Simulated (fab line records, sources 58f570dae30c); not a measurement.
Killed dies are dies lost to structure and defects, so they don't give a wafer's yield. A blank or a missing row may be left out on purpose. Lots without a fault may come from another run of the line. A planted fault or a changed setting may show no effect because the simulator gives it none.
One fault seen from 2 desks | flow berkeley_cmos170 | each desk has only its own numbers; what lay behind them comes last

THE TOOL OWNER'S DESK: rie_diel-01
The tool's own readings at UCB170_NWELL_ETCH_13 (etches Si3N4 in CH3F/Ar/O2, stops on SiO2, target depth 246.4 nm, time 154 s): means of the sampled wafers that have a number, for each lot that ran on this tool. A lot is out of limits, marked OUT, if its mean lies more than 4 standard deviations from the usual mean; the brackets give that distance.
Columns: A = drypump_motor_current_A at UCB170_NWELL_ETCH_13, usual 5.7 A; B = oes_product_au at UCB170_NWELL_ETCH_13, usual 0.941 a.u.; C = throttle_valve_pct at UCB170_NWELL_ETCH_13, usual 8.10 %
lot  | first seen here | A   | B     | C
L418 | day 2 12:39     | 5.5 | 0.934 | 8.03
L421 | day 3 11:17     | 5.5 | 0.926 | 8.03
L424 | day 3 20:16     | 5.8 | 0.908 | 7.99
L428 | day 4 13:26     | 5.5 | 0.926 | 8.03
This desk's finding: nothing out of limits on any of the 4 lots.

THE METROLOGY DESK
What the gauges read, lot by lot, whatever tool the lot ran on: means of the sampled wafers that have a number. A lot is out of limits, marked OUT, if its mean lies more than 4 standard deviations from the usual mean; the brackets give that distance.
Columns: A = PWELL_OVL at UCB170_PWELL_OVL_MEAS_13, usual -1 nm; B = SACOX_OXIDE_THK at UCB170_SACOX_THK_MEAS_02, usual 14.8 nm
lot  | first seen here | A  | B
L418 | day 3 09:14     | 3  | 14.7
L420 | day 4 07:20     | 9  | 14.9
L421 | day 4 11:22     | -5 | 15.1
L422 | day 4 12:05     | 2  | 15.1
L424 | day 4 13:56     | -2 | 15.2
L423 | day 4 14:00     | -6 | 14.8
L425 | day 4 14:01     | -8 | 14.9
L426 | day 4 23:31     | -8 | 14.9
L428 | day 5 09:41     | 0  | 15.1
L434 | day 6 10:58     | 2  | 15.2
L438 | day 7 08:15     | -2 | 14.0
L439 | day 7 08:19     | 5  | 14.1
L440 | day 7 22:29     | -2 | 14.4
This desk's finding: nothing out of limits on any of the 13 lots.

PUT TOGETHER
The tool owner's desk saw nothing out of limits.
The metrology desk saw nothing out of limits.

WHAT THE SIMULATOR HAD PUT IN
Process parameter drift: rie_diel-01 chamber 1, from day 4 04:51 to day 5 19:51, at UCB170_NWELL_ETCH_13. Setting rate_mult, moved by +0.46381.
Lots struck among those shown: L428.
